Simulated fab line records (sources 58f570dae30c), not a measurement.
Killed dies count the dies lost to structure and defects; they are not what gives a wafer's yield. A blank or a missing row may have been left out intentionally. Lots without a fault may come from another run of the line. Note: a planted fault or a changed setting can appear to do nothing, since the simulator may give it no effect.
Which of the tools did it? -- flow berkeley-cmos170 -- 15 lots, 45 wafers sampled, at 6 steps of a route of 331

== WHAT THE GAUGES SHOWED, per wafer ==
UCB170_NSD_OVL_MEAS_07. Usual: NSD_OVL -1 nm, standard deviation 5.6.
lot,measured,on,NSD_OVL (nm),flag
L879,day 8 03:26,overlay-02,2 -1 -7,
L880,day 8 03:49,overlay-02,-2 3 4,
L881,day 8 09:25,overlay-02,1 3 -1,
L882,day 8 09:44,overlay-02,-3 -5 0,
L884,day 9 05:01,overlay-02,-5 -1 2,
L885,day 9 05:59,overlay-01,0 1 -3,
L883,day 9 06:01,overlay-02,5 11 8,
L888,day 10 02:57,overlay-02,6 -6 2,
L890,day 10 21:07,overlay-02,-5 -5 -6,
L889,day 10 21:27,overlay-02,-6 -11 -8,
L894,day 11 08:57,overlay-01,0 -4 1,
L893,day 11 13:29,overlay-01,0 -5 -7,
L897,day 12 09:22,overlay-01,0 -5 -2,
L900,day 12 10:25,overlay-02,4 9 11,
L901,day 12 21:34,overlay-01,-2 13 1,

UCB170_CONTACT_CD_MEAS_15: target cd 700 nm. Usual: cd-nm 700.2 nm, standard deviation 1.4.
lot,measured,on,cd-nm (nm),flag
L879,day 8 09:37,cd-sem-02,701.9 701.4 701.4,
L880,day 8 11:46,cd-sem-02,700.7 699.9 699.6,
L881,day 8 16:00,cd-sem-02,700.3 701.1 701.3,
L882,day 8 16:35,cd-sem-02,701.5 701.3 701.9,
L884,day 9 12:00,cd-sem-01,700.7 701.7 700.5,
L885,day 9 15:58,cd-sem-01,700.0 699.5 698.9,
L883,day 9 15:40,cd-sem-02,699.5 700.4 699.8,
L888,day 10 09:53,cd-sem-02,698.6 698.5 699.6,
L890,day 11 03:12,cd-sem-01,701.5 702.3 701.4,
L889,day 11 05:05,cd-sem-01,698.9 699.9 699.7,
L894,day 11 19:06,cd-sem-01,698.6 699.8 699.2,
L893,day 12 00:28,cd-sem-01,700.8 700.0 700.4,
L897,day 12 18:43,cd-sem-01,698.9 698.9 699.0,
L900,day 12 18:50,cd-sem-01,701.5 702.0 702.4,
L901,day 13 06:34,cd-sem-01,702.5 702.6 701.9,

UCB170_CONTACT_OVL_MEAS_16. Usual: CONTACT_OVL -3 nm, standard deviation 5.4.
lot,measured,on,CONTACT_OVL (nm),flag
L879,day 8 09:44,overlay-01,-11 -5 -1,
L880,day 8 11:53,overlay-02,1 -1 4,
L881,day 8 16:05,overlay-02,-5 -7 -11,
L882,day 8 16:43,overlay-02,0 -5 -14,
L884,day 9 12:07,overlay-01,6 5 -4,
L885,day 9 16:02,overlay-01,-2 -3 0,
L883,day 9 15:47,overlay-02,-3 -2 3,
L888,day 10 09:59,overlay-01,-10 -3 -2,
L890,day 11 03:17,overlay-01,3 4 -2,
L889,day 11 05:11,overlay-01,-16 -10 -16,
L894,day 11 19:13,overlay-02,3 -9 7,
L893,day 12 00:34,overlay-01,-4 -2 2,
L897,day 12 18:50,overlay-01,1 -3 -1,
L900,day 12 18:57,overlay-02,-5 -10 0,
L901,day 13 06:40,overlay-01,-8 -6 -1,

UCB170_M1_RS_MEAS_01: uses a four-point probe to measure. Usual: M1_AL_RS 0.0496 ohm/sq, standard deviation 0.0004.
lot,measured,on,M1_AL_RS (ohm/sq),flag
L879,day 8 10:23,film-metro-01,0.0492 0.0494 0.0493,
L880,day 8 12:32,film-metro-01,0.0496 0.0498 0.0501,
L881,day 8 16:47,film-metro-02,0.0496 0.0495 0.0498,
L882,day 8 17:23,film-metro-01,0.0503 0.0499 0.0498,
L884,day 9 12:47,film-metro-03,0.0491 0.0488 0.0492,
L885,day 9 16:45,film-metro-02,0.0497 0.0496 0.0494,
L883,day 9 16:27,film-metro-01,0.0496 0.0496 0.0497,
L888,day 10 10:45,film-metro-01,0.0488 0.0489 0.0495,
L890,day 11 04:01,film-metro-02,0.0525 0.0523 0.0525 0.0523 0.0527 0.0525,OFF
L889,day 11 05:53,film-metro-01,0.0525 0.0534 0.0524 0.0525 0.0534 0.0525,OFF
L894,day 11 19:54,film-metro-02,0.0530 0.0530 0.0531 0.0531 0.0530 0.0531,OFF
L893,day 12 01:14,film-metro-03,0.0497 0.0499 0.0499,
L897,day 12 19:34,film-metro-02,0.0507 0.0504 0.0501,
L900,day 12 19:46,film-metro-03,0.0499 0.0502 0.0493,
L901,day 13 07:32,film-metro-01,0.0494 0.0495 0.0497,

UCB170_M1_THK_MEAS_02: measures by xrf. Usual: M1_AL_THK 592 nm, standard deviation 4.6.
lot,measured,on,M1_AL_THK (nm),flag
L879,day 8 10:31,film-metro-01,600 598 599,
L880,day 8 12:40,film-metro-01,591 591 589,
L881,day 8 16:53,film-metro-02,593 595 591,
L882,day 8 17:30,film-metro-01,588 594 590,
L884,day 9 12:54,film-metro-03,599 601 594,
L885,day 9 16:50,film-metro-02,588 589 592,
L883,day 9 16:34,film-metro-01,593 592 591,
L888,day 10 10:51,film-metro-01,598 599 587,
L890,day 11 07:07,film-metro-02,558 561 556 560 558 562,OFF
L889,day 11 09:10,film-metro-01,560 551 560 556 549 559,OFF
L894,day 11 21:44,film-metro-02,554 553 555 553 552 552,OFF
L893,day 12 01:21,film-metro-03,586 583 585,
L897,day 12 19:41,film-metro-02,588 586 592,
L900,day 12 19:53,film-metro-03,591 584 591,
L901,day 13 07:38,film-metro-01,595 593 588,

== TOOL THAT RAN EACH LOT (tool first, then ch and the chambers of the sampled wafers, then the start) ==
lot,UCB170_M1_SPUTTER_00
L879,"pvd-sputter-02, day 8 10:20"
L880,"pvd-sputter-03, day 8 12:29"
L881,"pvd-sputter-02, day 8 16:41"
L882,"pvd-sputter-01, day 8 17:19"
L884,"pvd-sputter-02, day 9 12:43"
L885,"pvd-sputter-02, day 9 16:38"
L883,"pvd-sputter-01, day 9 16:22"
L888,"pvd-sputter-03, day 10 10:39"
L890,"pvd-sputter-02, day 11 03:55"
L889,"pvd-sputter-02, day 11 05:49"
L894,"pvd-sputter-02, day 11 19:50"
L893,"pvd-sputter-01, day 12 01:10"
L897,"pvd-sputter-03, day 12 19:31"
L900,"pvd-sputter-01, day 12 19:42"
L901,"pvd-sputter-01, day 13 07:25"
- UCB170_M1_SPUTTER_00: material Al, target thk 600 nm, time 80 s.

== WHAT THE TOOLS THEMSELVES READ (means of the sampled wafers that have a number; where no wafer has one, the mark that the record gives instead) ==
UCB170_M1_SPUTTER_00. Usual: throttle-valve-pct 30.1 %, standard deviation 1.1.
lot,tool,throttle-valve-pct (%),flag
L879,pvd-sputter-02,29.8,
L880,pvd-sputter-03,30.6,
L881,pvd-sputter-02,29.6,
L882,pvd-sputter-01,29.9,
L884,pvd-sputter-02,31.0,
L885,pvd-sputter-02,29.5,
L883,pvd-sputter-01,30.6,
L888,pvd-sputter-03,29.7,
L890,pvd-sputter-02,29.9,
L889,pvd-sputter-02,30.1,
L894,pvd-sputter-02,30.2,
L893,pvd-sputter-01,29.8,
L897,pvd-sputter-03,30.0,
L900,pvd-sputter-01,30.3,
L901,pvd-sputter-01,30.5,

== THE ANSWER, worked out from the rows above alone ==
Rule: a lot counts as off when the mean over its wafers that have a number is more than 3 standard deviations away from the usual mean. A lot without any number at a reading at which 4 lots or more have one is off too. All remaining lots with rows at the step are treated as sound. The gauges are gone through in route order, then the tools' own readings, and for those a lot's mean is taken as printed above. At the first step where some lot is off, the reading lying furthest off is the one used; lots without a number count as furthest.
Off: L890, L889, L894, at UCB170_M1_RS_MEAS_01 (M1_AL_RS).
If a tool, at a process step before that reading, ran all the lots that are off and no sound lot after the first of them, it fits. The gauges at UCB170_M1_RS_MEAS_01 are tried like those tools. One fits: pvd-sputter-02 at UCB170_M1_SPUTTER_00. A fault onset in the window from L885 (day 9 16:38, its last sound lot) to L890 (day 11 03:55, its first lot off) fits.

== WHAT THE SIMULATOR HAD PUT IN ==
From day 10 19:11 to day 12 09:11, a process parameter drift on pvd-sputter-02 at UCB170_M1_SPUTTER_00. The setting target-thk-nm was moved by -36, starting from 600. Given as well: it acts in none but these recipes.
Struck lots among those shown: L890, L889, L894. The rule given above showed the same thing.
